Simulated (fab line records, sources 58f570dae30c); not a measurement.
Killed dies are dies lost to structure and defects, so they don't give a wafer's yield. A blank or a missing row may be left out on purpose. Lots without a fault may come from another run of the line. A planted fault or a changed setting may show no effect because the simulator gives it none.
Which tool did it? | flow berkeley_cmos170 | 15 lots, 45 wafers sampled, at 5 steps of a route of 331

WHAT THE GAUGES READ, wafer by wafer
UCB170_START_BOW_MEAS_00. Usual: INCOMING_BOW 0 um, standard deviation 6.2.
lot  | measured    | on            | INCOMING_BOW (um) | flag
L515 | day 1 15:01 | film_metro-04 | -1 -3 0           |
L516 | day 1 20:00 | film_metro-04 | 2 5 -9            |
L523 | day 3 07:00 | film_metro-04 | 0 -6 -11          |
L524 | day 3 12:02 | film_metro-01 | 5 -6 -2           |
L525 | day 3 17:00 | film_metro-01 | 4 7 -8            |
L526 | day 3 22:00 | film_metro-04 | -3 2 -8           |
L527 | day 4 03:00 | film_metro-01 | 2 0 -6            |
L529 | day 4 13:00 | film_metro-04 | 2 1 -10           |
L530 | day 4 18:01 | film_metro-01 | 13 -7 0           |
L531 | day 4 23:01 | film_metro-01 | 1 6 -3            |
L532 | day 5 04:00 | film_metro-04 | 9 -2 8            |
L534 | day 5 14:00 | film_metro-01 | 2 2 3             |
L535 | day 5 19:01 | film_metro-03 | -6 -8 7           |
L536 | day 6 00:00 | film_metro-04 | 2 -9 2            |
L537 | day 6 05:00 | film_metro-03 | -19 -8 -6         |

UCB170_WELLDRIVE_THK_MEAS_02. Usual: WELLDRIVE_OXIDE_THK 200 nm, standard deviation 3.2.
lot  | measured    | on            | WELLDRIVE_OXIDE_THK (nm) | flag
L515 | day 4 02:01 | film_metro-02 | 203 202 203              |
L516 | day 4 02:00 | film_metro-03 | 199 200 198              |
L523 | day 5 13:26 | film_metro-01 | 215 217 217              | OFF
L524 | day 5 13:27 | film_metro-02 | 214 208 208              | OFF
L525 | day 5 19:31 | film_metro-01 | 211 212 212              | OFF
L526 | day 6 04:11 | film_metro-03 | 198 199 197              |
L527 | day 6 04:11 | film_metro-02 | 196 201 197              |
L529 | day 6 14:05 | film_metro-03 | 196 198 196              |
L530 | day 7 01:40 | film_metro-01 | 200 200 199              |
L531 | day 7 01:40 | film_metro-02 | 199 199 201              |
L532 | day 7 09:44 | film_metro-02 | 205 206 208              |
L534 | day 7 17:25 | film_metro-01 | 202 203 204              |
L535 | day 7 23:25 | film_metro-02 | 200 200 199              |
L536 | day 7 23:25 | film_metro-01 | 198 199 199              |
L537 | day 8 13:56 | film_metro-02 | 203 204 203              |

UCB170_ACTIVE_CD_MEAS_90: target cd 1200 nm. Usual: cd_nm 1199.7 nm, standard deviation 1.4.
lot  | measured    | on        | cd_nm (nm)           | flag
L515 | day 4 16:40 | cd_sem-02 | 1199.2 1199.4 1198.4 |
L516 | day 4 16:53 | cd_sem-02 | 1198.5 1199.6 1198.4 |
L523 | day 6 03:55 | cd_sem-02 | 1199.9 1198.8 1199.4 |
L524 | day 6 03:43 | cd_sem-01 | 1200.2 1200.5 1200.7 |
L525 | day 6 12:01 | cd_sem-02 | 1200.3 1200.2 1201.0 |
L526 | day 6 21:23 | cd_sem-01 | 1199.8 1200.7 1199.9 |
L527 | day 6 21:30 | cd_sem-01 | 1200.2 1200.3 1200.0 |
L529 | day 7 05:49 | cd_sem-02 | 1200.4 1200.1 1200.1 |
L530 | day 7 14:47 | cd_sem-02 | 1201.6 1201.5 1202.5 |
L531 | day 7 15:02 | cd_sem-01 | 1200.7 1200.4 1199.6 |
L532 | day 8 00:37 | cd_sem-01 | 1198.1 1199.5 1197.7 |
L534 | day 8 09:50 | cd_sem-01 | 1203.1 1201.8 1202.7 |
L535 | day 8 16:19 | cd_sem-02 | 1201.1 1200.0 1200.8 |
L536 | day 8 16:33 | cd_sem-02 | 1201.9 1201.8 1200.8 |
L537 | day 9 08:11 | cd_sem-02 | 1199.8 1199.7 1199.4 |

WHICH TOOL RAN EACH LOT (tool, then ch and the chambers of the sampled wafers, then the start)
lot  | UCB170_ZERO_STRIP_07                | UCB170_WELLDRIVE_OXIDATION_01
L515 | plasma_asher-02 ch 0,1, day 2 02:35 | furnace-04 ch 0, day 3 22:30
L516 | plasma_asher-03 ch 0,1, day 2 09:20 | furnace-04 ch 0, day 3 22:30
L523 | plasma_asher-03 ch 0,1, day 3 14:44 | furnace-02 ch 0, day 5 09:56
L524 | plasma_asher-02 ch 0,1, day 3 19:10 | furnace-02 ch 0, day 5 09:56
L525 | plasma_asher-03 ch 1, day 4 03:23   | furnace-02 ch 0, day 5 16:01
L526 | plasma_asher-03 ch 0,1, day 4 08:35 | furnace-04 ch 0, day 6 00:41
L527 | plasma_asher-02 ch 0,1, day 4 11:22 | furnace-04 ch 0, day 6 00:41
L529 | plasma_asher-02 ch 0,1, day 5 00:39 | furnace-01 ch 0, day 6 10:35
L530 | plasma_asher-01 ch 1, day 5 05:46   | furnace-04 ch 0, day 6 22:10
L531 | plasma_asher-01 ch 0,1, day 5 09:20 | furnace-04 ch 0, day 6 22:10
L532 | plasma_asher-03 ch 0,1, day 5 15:32 | furnace-04 ch 0, day 7 06:14
L534 | plasma_asher-02 ch 0,1, day 5 23:12 | furnace-04 ch 0, day 7 13:55
L535 | plasma_asher-02 ch 0,1, day 6 01:59 | furnace-04 ch 0, day 7 19:55
L536 | plasma_asher-01 ch 0,1, day 6 11:19 | furnace-04 ch 0, day 7 19:55
L537 | plasma_asher-01 ch 0,1, day 6 16:17 | furnace-04 ch 0, day 8 10:26
- UCB170_ZERO_STRIP_07: strips in O2.
- UCB170_WELLDRIVE_OXIDATION_01: target thk 199 nm, ox time 9000 s.

WHAT THE TOOLS THEMSELVES READ (means of the sampled wafers that have a number; where no wafer has one, the mark that the record gives instead)
UCB170_ZERO_STRIP_07. Usual: drypump_motor_current_A 5.4 A, standard deviation 0.41; oes_product_au 0.727 a.u., standard deviation 0.0045; strip_time_to_endpoint_s 21.50 s, standard deviation 0.069.
lot  | tool            | drypump_motor_current_A (A) | oes_product_au (a.u.) | strip_time_to_endpoint_s (s) | flag
L515 | plasma_asher-02 | 5.4                         | 0.728                 | 21.54                        |
L516 | plasma_asher-03 | 5.4                         | 0.725                 | 21.30                        |
L523 | plasma_asher-03 | 5.2                         | 0.732                 | 21.53                        |
L524 | plasma_asher-02 | 5.8                         | 0.724                 | 21.48                        |
L525 | plasma_asher-03 | 4.9                         | 0.729                 | 21.48                        |
L526 | plasma_asher-03 | 5.1                         | 0.724                 | 21.59                        |
L527 | plasma_asher-02 | 5.4                         | 0.726                 | 21.54                        |
L529 | plasma_asher-02 | 5.8                         | 0.728                 | 21.48                        |
L530 | plasma_asher-01 | 5.4                         | 0.727                 | 21.59                        |
L531 | plasma_asher-01 | 5.3                         | 0.727                 | 21.50                        |
L532 | plasma_asher-03 | 5.4                         | 0.726                 | 21.60                        |
L534 | plasma_asher-02 | 5.4                         | 0.722                 | 21.41                        |
L535 | plasma_asher-02 | 5.4                         | 0.728                 | 21.46                        |
L536 | plasma_asher-01 | 5.3                         | 0.722                 | 21.41                        |
L537 | plasma_asher-01 | 5.3                         | 0.723                 | 21.49                        |

UCB170_WELLDRIVE_OXIDATION_01. Usual: spike_tc_centre_C 1102.2 C, standard deviation 1.1; tube_center_temp_C_max 1102.8, standard deviation 0.49; zone_power_centre_pct 50 %, standard deviation 6; zone_power_load_pct 40.2 %, standard deviation 0.49.
lot  | tool       | spike_tc_centre_C (C) | tube_center_temp_C_max | zone_power_centre_pct (%) | zone_power_load_pct (%) | flag
L515 | furnace-04 | 1103.5                | 1102.7                 | 46                        | 40.5                    |
L516 | furnace-04 | 1102.3                | 1103.8                 | 45                        | 40.5                    |
L523 | furnace-02 | 1130.1                | 1102.9                 | 74                        | 37.2                    | OFF
L524 | furnace-02 | 1130.2                | 1102.9                 | 73                        | 37.4                    | OFF
L525 | furnace-02 | 1129.7                | 1103.2                 | 73                        | 36.8                    | OFF
L526 | furnace-04 | 1102.3                | 1103.0                 | 46                        | 40.7                    |
L527 | furnace-04 | 1102.1                | 1102.8                 | 45                        | 40.5                    |
L529 | furnace-01 | 1100.8                | 1102.5                 | 56                        | 40.2                    |
L530 | furnace-04 | 1103.3                | 1102.7                 | 45                        | 40.1                    |
L531 | furnace-04 | 1102.0                | 1102.8                 | 46                        | 40.6                    |
L532 | furnace-04 | 1101.9                | 1103.3                 | 45                        | 40.5                    |
L534 | furnace-04 | 1102.3                | 1102.7                 | 45                        | 40.6                    |
L535 | furnace-04 | 1102.9                | 1102.7                 | 45                        | 40.2                    |
L536 | furnace-04 | 1102.3                | 1103.0                 | 46                        | 40.6                    |
L537 | furnace-04 | 1102.8                | 1102.7                 | 45                        | 40.5                    |

THE ANSWER, worked out from the rows above alone
Rule: a lot is off if the mean of its wafers that have a number lies more than 3 standard deviations from the usual mean. A lot without any number at a reading at which 4 lots or more have one is off too. The other lots that the step has rows for count as sound. The gauges are gone through in route order, then the tools' own readings, and for those a lot's mean is taken as printed above. The first step at which some lot is off is used, and at that step the reading that is off furthest; a lot without a number counts as furthest.
Off: L523, L524, L525, at UCB170_WELLDRIVE_THK_MEAS_02 (WELLDRIVE_OXIDE_THK).
A tool fits if, at a process step before that reading, it ran every lot that is off, and no sound lot after the first of them. The gauges at UCB170_WELLDRIVE_THK_MEAS_02 aren't tried: what is off there is off at UCB170_WELLDRIVE_OXIDATION_01 too, on other tools, and a gauge's error can't cause that. One fits: furnace-02 at UCB170_WELLDRIVE_OXIDATION_01. It ran no sound lot before its first lot that is off in this sample, so the start can't be narrowed down.
The tool's own readings at UCB170_WELLDRIVE_OXIDATION_01 bear it out: on the lots that are off they differ by more than 5 times the standard deviation of the sound lots' means. spike_tc_centre_C reads 1130.0 C there against 1102.4 C on the sound lots; zone_power_centre_pct reads 73 % there against 46 % on the sound lots; zone_power_load_pct reads 37.1 % there against 40.5 % on the sound lots.

WHAT THE SIMULATOR HAD PUT IN
Process parameter drift: furnace-02, from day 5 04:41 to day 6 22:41, at UCB170_WELLDRIVE_OXIDATION_01. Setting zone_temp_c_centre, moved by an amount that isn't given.
Lots struck among those shown: L523, L524, L525. The rule above found the same.
